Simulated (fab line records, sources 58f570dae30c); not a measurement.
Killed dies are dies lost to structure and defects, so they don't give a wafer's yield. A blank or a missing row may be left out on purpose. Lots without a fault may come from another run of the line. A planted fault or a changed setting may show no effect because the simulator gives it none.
Chamber matching | flow berkeley_cmos170 | UCB170_V1_CMP_02 on cmp-02: 4 sister chambers
The step polishes SiO2. 8 wafers are shown with their chamber, then 7 later ones without.

WAFERS WITH THEIR CHAMBER
wafer  | chamber | motor_current_A (A) | slurry_flow_ml_min
L483.2 | 3       | 15.3                | 150.1
L483.3 | 1       | 14.9                | 150.1
L484.3 | 2       | 19.0                | 150.2
L495.3 | 0       | 14.7                | 149.4
L495.4 | 2       | 18.6                | 150.3
L495.6 | 1       | 14.9                | 149.4
L494.1 | 3       | 15.3                | 149.5
L494.4 | 0       | 15.3                | 150.5

WAFERS WITHOUT THEIR CHAMBER
wafer  | motor_current_A (A) | slurry_flow_ml_min
L494.5 | 15.5                | 150.8
L499.4 | 19.8                | 149.2
L499.5 | 15.6                | 150.8
L499.6 | 15.8                | 149.4
L503.1 | 14.1                | 149.8
L503.3 | 15.6                | 150.5
L503.6 | 15.4                | 150.7

WHICH CHAMBER EACH WENT THROUGH
wafer  | from the rows above          | in truth
L494.5 | can't be placed: 3 or 0 or 1 | 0
L499.4 | 2                            | 2
L499.5 | can't be placed: 3 or 0 or 1 | 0
L499.6 | can't be placed: 3 or 0 or 1 | 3
L503.1 | can't be placed: 1 or 0 or 3 | 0
L503.3 | can't be placed: 3 or 0 or 1 | 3
L503.6 | can't be placed: 3 or 0 or 1 | 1
Placed correctly: 1 of 7. Can't be placed from these rows: 6 (the true chamber is among the candidates in 6). Placed wrongly: 0.
How it was worked out, from the rows above alone: a wafer's distance from a chamber is the root of the sum, over the readings, of the square of ((its reading less the chamber's mean) divided by the reading's scatter). The wafer belongs to the nearest chamber; if the next one is less than 2 further off, it can't be placed. A chamber's mean is the mean of its shown wafers. The scatter: the root of (the sum of the squares of (reading less its chamber's mean) over the shown wafers, divided by (wafers less chambers)).
